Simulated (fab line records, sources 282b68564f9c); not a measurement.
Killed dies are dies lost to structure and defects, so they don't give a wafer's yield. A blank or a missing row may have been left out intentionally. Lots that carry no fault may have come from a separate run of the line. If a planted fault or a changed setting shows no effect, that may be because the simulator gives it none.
The tool behind it: which one? + flow rit-cmos + 14 lots with 42 wafers sampled at 5 steps, on a route of 202 steps

== WHAT THE GAUGES SHOWED, per wafer ==
RIT_CONTACT_CD_MEAS_90: the cd target is 1000 nm. Usual: 999.6 nm for cd-nm, sd 2.2.
| lot  | measured    | on        | cd-nm (nm)           | flag |
|------|-------------|-----------|----------------------|------|
| L479 | day 3 11:09 | cd-sem-01 | 999.8 1000.8 1001.2  |      |
| L480 | day 3 16:17 | cd-sem-02 | 993.8 994.0 993.7    |      |
| L483 | day 4 05:08 | cd-sem-02 | 1001.5 1003.3 999.1  |      |
| L484 | day 4 13:06 | cd-sem-01 | 1001.2 1000.6 1000.3 |      |
| L485 | day 4 20:03 | cd-sem-02 | 1000.0 996.0 998.7   |      |
| L486 | day 4 22:23 | cd-sem-01 | 996.8 1000.5 997.4   |      |
| L487 | day 5 01:43 | cd-sem-02 | 999.0 997.2 998.7    |      |
| L488 | day 5 08:43 | cd-sem-02 | 997.7 994.9 996.5    |      |
| L489 | day 5 17:40 | cd-sem-01 | 999.1 995.7 998.0    |      |
| L493 | day 6 09:31 | cd-sem-01 | 1002.1 1001.3 1001.2 |      |
| L496 | day 7 06:16 | cd-sem-01 | 999.1 1002.6 1000.0  |      |
| L499 | day 8 16:43 | cd-sem-02 | 1000.4 1000.9 999.5  |      |
| L500 | day 8 18:42 | cd-sem-01 | 1001.8 1001.4 1000.4 |      |
| L501 | day 9 04:01 | cd-sem-02 | 1002.9 1001.7 1002.4 |      |

RIT_M1_CD_MEAS_90: the cd target is 2600 nm. Usual: 2599.1 nm for cd-nm, sd 2.7.
| lot  | measured    | on        | cd-nm (nm)           | flag |
|------|-------------|-----------|----------------------|------|
| L479 | day 3 13:55 | cd-sem-01 | 2598.5 2598.6 2600.6 |      |
| L480 | day 3 19:14 | cd-sem-02 | 2602.1 2602.9 2602.2 |      |
| L483 | day 4 07:56 | cd-sem-02 | 2599.8 2601.0 2598.9 |      |
| L484 | day 4 16:12 | cd-sem-01 | 2598.1 2601.3 2600.8 |      |
| L485 | day 4 23:02 | cd-sem-02 | 2600.7 2598.0 2599.9 |      |
| L486 | day 5 01:37 | cd-sem-01 | 2593.8 2596.1 2595.1 |      |
| L487 | day 5 04:35 | cd-sem-01 | 2601.4 2598.6 2596.1 |      |
| L488 | day 5 11:37 | cd-sem-02 | 2595.8 2598.4 2595.9 |      |
| L489 | day 5 20:32 | cd-sem-02 | 2598.2 2601.1 2598.9 |      |
| L493 | day 6 12:16 | cd-sem-01 | 2597.0 2598.5 2598.3 |      |
| L496 | day 7 09:08 | cd-sem-01 | 2585.0 2588.6 2587.5 | OFF  |
| L499 | day 8 19:35 | cd-sem-02 | 2585.0 2586.0 2587.5 | OFF  |
| L500 | day 8 21:36 | cd-sem-02 | 2600.1 2602.2 2598.9 |      |
| L501 | day 9 06:54 | cd-sem-01 | 2598.7 2595.3 2596.3 |      |

RIT_M1_BOW_MEAS_16. Usual: M1_BOW typically reads 17 um, with standard deviation 6.7.
| lot  | measured    | on            | M1_BOW (um) | flag |
|------|-------------|---------------|-------------|------|
| L479 | day 3 15:32 | film-metro-04 | 16 6 5      |      |
| L480 | day 3 20:51 | film-metro-01 | 15 24 24    |      |
| L483 | day 4 09:34 | film-metro-02 | 22 20 17    |      |
| L484 | day 4 17:49 | film-metro-01 | 19 21 19    |      |
| L485 | day 5 00:40 | film-metro-01 | 23 16 9     |      |
| L486 | day 5 03:14 | film-metro-02 | 19 18 39    |      |
| L487 | day 5 06:12 | film-metro-01 | 19 14 15    |      |
| L488 | day 5 13:14 | film-metro-02 | 21 18 14    |      |
| L489 | day 5 22:09 | film-metro-01 | 27 7 -2     |      |
| L493 | day 6 13:53 | film-metro-02 | 27 24 22    |      |
| L496 | day 7 12:11 | film-metro-04 | 8 8 23      |      |
| L499 | day 8 21:13 | film-metro-02 | 29 10 11    |      |
| L500 | day 8 23:13 | film-metro-01 | 6 23 17     |      |
| L501 | day 9 08:31 | film-metro-04 | 13 20 14    |      |

== WHAT TOOL EACH LOT RAN ON (gives the tool, then ch and the chambers of the sampled wafers, and finally the start) ==
| lot  | RIT_PSD_STRIP_09                    | RIT_M1_METAL_ETCH_12             |
|------|-------------------------------------|----------------------------------|
| L479 | plasma-asher-01 ch 0,1, day 3 07:20 | rie-metal-01 ch 0,1, day 3 13:22 |
| L480 | plasma-asher-04 ch 0,1, day 3 12:39 | rie-metal-03 ch 0,1, day 3 18:43 |
| L483 | plasma-asher-03 ch 0,1, day 4 01:35 | rie-metal-03 ch 0,1, day 4 07:26 |
| L484 | plasma-asher-01 ch 0,1, day 4 09:43 | rie-metal-02 ch 0,1, day 4 15:40 |
| L485 | plasma-asher-04 ch 0,1, day 4 16:22 | rie-metal-01 ch 0,1, day 4 22:31 |
| L486 | plasma-asher-03 ch 0,1, day 4 18:53 | rie-metal-03 ch 0,1, day 5 01:06 |
| L487 | plasma-asher-01 ch 0,1, day 4 22:16 | rie-metal-02 ch 0,1, day 5 04:05 |
| L488 | plasma-asher-03 ch 0,1, day 5 05:10 | rie-metal-01 ch 0, day 5 11:05   |
| L489 | plasma-asher-04 ch 0,1, day 5 14:08 | rie-metal-03 ch 0,1, day 5 20:00 |
| L493 | plasma-asher-01 ch 0,1, day 6 06:07 | rie-metal-01 ch 0,1, day 6 11:45 |
| L496 | plasma-asher-04 ch 0,1, day 7 02:44 | rie-metal-01 ch 0,1, day 7 08:38 |
| L499 | plasma-asher-03 ch 0,1, day 8 13:16 | rie-metal-01 ch 0,1, day 8 19:05 |
| L500 | plasma-asher-04 ch 0,1, day 8 15:09 | rie-metal-03 ch 0,1, day 8 21:05 |
| L501 | plasma-asher-01 ch 0,1, day 9 00:01 | rie-metal-02 ch 0,1, day 9 06:22 |
- RIT_PSD_STRIP_09: strips in O2, time 180 s.
- RIT_M1_METAL_ETCH_12: etches Al in Cl2/BCl3, stops on SiO2, time 165 s, target depth 600 nm.

== AS READ BY THE TOOLS THEMSELVES (means over the sampled wafers that have a number; for cases with no such wafer, the mark the record gives instead) ==
RIT_PSD_STRIP_09. Usual: 5.6 A for drypump-motor-current-A, sd 0.38.
| lot  | tool            | drypump-motor-current-A (A) | flag |
|------|-----------------|-----------------------------|------|
| L479 | plasma-asher-01 | 5.4                         |      |
| L480 | plasma-asher-04 | 5.3                         |      |
| L483 | plasma-asher-03 | 6.2                         |      |
| L484 | plasma-asher-01 | 5.5                         |      |
| L485 | plasma-asher-04 | 5.3                         |      |
| L486 | plasma-asher-03 | 6.1                         |      |
| L487 | plasma-asher-01 | 5.4                         |      |
| L488 | plasma-asher-03 | 6.1                         |      |
| L489 | plasma-asher-04 | 5.3                         |      |
| L493 | plasma-asher-01 | 5.4                         |      |
| L496 | plasma-asher-04 | 5.3                         |      |
| L499 | plasma-asher-03 | 6.2                         |      |
| L500 | plasma-asher-04 | 5.3                         |      |
| L501 | plasma-asher-01 | 5.6                         |      |

RIT_M1_METAL_ETCH_12. Usual: drypump-motor-current-A 5.5 A, standard deviation 0.39; he-backside-leak-sccm 3.4 sccm, standard deviation 0.36; oes-product-au 0.784 a.u., standard deviation 0.0079; throttle-valve-pct 8.27 %, standard deviation 0.055.
| lot  | tool         | drypump-motor-current-A (A) | he-backside-leak-sccm (sccm) | oes-product-au (a.u.) | throttle-valve-pct (%) | flag |
|------|--------------|-----------------------------|------------------------------|-----------------------|------------------------|------|
| L479 | rie-metal-01 | 5.4                         | 3.4                          | 0.777                 | 8.24                   |      |
| L480 | rie-metal-03 | 5.2                         | 3.4                          | 0.787                 | 8.27                   |      |
| L483 | rie-metal-03 | 5.4                         | 3.4                          | 0.782                 | 8.26                   |      |
| L484 | rie-metal-02 | 5.8                         | 3.4                          | 0.784                 | 8.27                   |      |
| L485 | rie-metal-01 | 5.4                         | 3.2                          | 0.777                 | 8.24                   |      |
| L486 | rie-metal-03 | 5.3                         | 3.3                          | 0.790                 | 8.27                   |      |
| L487 | rie-metal-02 | 5.9                         | 3.2                          | 0.783                 | 8.27                   |      |
| L488 | rie-metal-01 | 5.3                         | 3.4                          | 0.766                 | 8.30                   |      |
| L489 | rie-metal-03 | 5.2                         | 3.4                          | 0.790                 | 8.27                   |      |
| L493 | rie-metal-01 | 5.4                         | 3.3                          | 0.782                 | 8.24                   |      |
| L496 | rie-metal-01 | 5.4                         | 3.5                          | 0.636                 | 8.27                   | OFF  |
| L499 | rie-metal-01 | 5.3                         | 3.4                          | 0.633                 | 8.29                   | OFF  |
| L500 | rie-metal-03 | 5.2                         | 3.5                          | 0.787                 | 8.28                   |      |
| L501 | rie-metal-02 | 6.1                         | 3.3                          | 0.777                 | 8.33                   |      |

== THE ANSWER, worked out from the rows above alone ==
Rule: take the mean of a lot's wafers that have a number; if it is more than 3 standard deviations from the usual mean, the lot is off. Also off: a lot with no number at a reading for which 4 or more lots have one. The other lots that the step has rows for count as sound. The gauges are gone through in route order, then the tools' own readings, and for those a lot's mean is taken as printed above. The first step at which some lot is off is used, and at that step the reading that is off furthest; a lot without a number counts as furthest.
Off: L496, L499, at RIT_M1_CD_MEAS_90 (cd-nm).
A tool fits if, at a process step before that reading, it ran every lot that is off, and no sound lot after the first of them. The gauges at RIT_M1_CD_MEAS_90 aren't tried: what is off there is off at RIT_M1_METAL_ETCH_12 too, on other tools, and a gauge's error can't cause that. One fits: rie-metal-01 at RIT_M1_METAL_ETCH_12. A fault onset in the window from L493 (day 6 11:45, its last sound lot) to L496 (day 7 08:38, its first lot off) fits.
On the lots that are off, the tool's own readings at RIT_M1_METAL_ETCH_12 differ by more than 5 times the standard deviation of the sound lots' means, which bears it out; oes-product-au reads 0.635 a.u. there versus 0.782 a.u. on the sound lots.

== WHAT THE SIMULATOR HAD INSERTED ==
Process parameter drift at RIT_M1_METAL_ETCH_12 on rie-metal-01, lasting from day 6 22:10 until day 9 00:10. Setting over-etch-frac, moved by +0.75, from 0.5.
Shown lots that were struck: L496, L499. The rule given above showed the same thing.
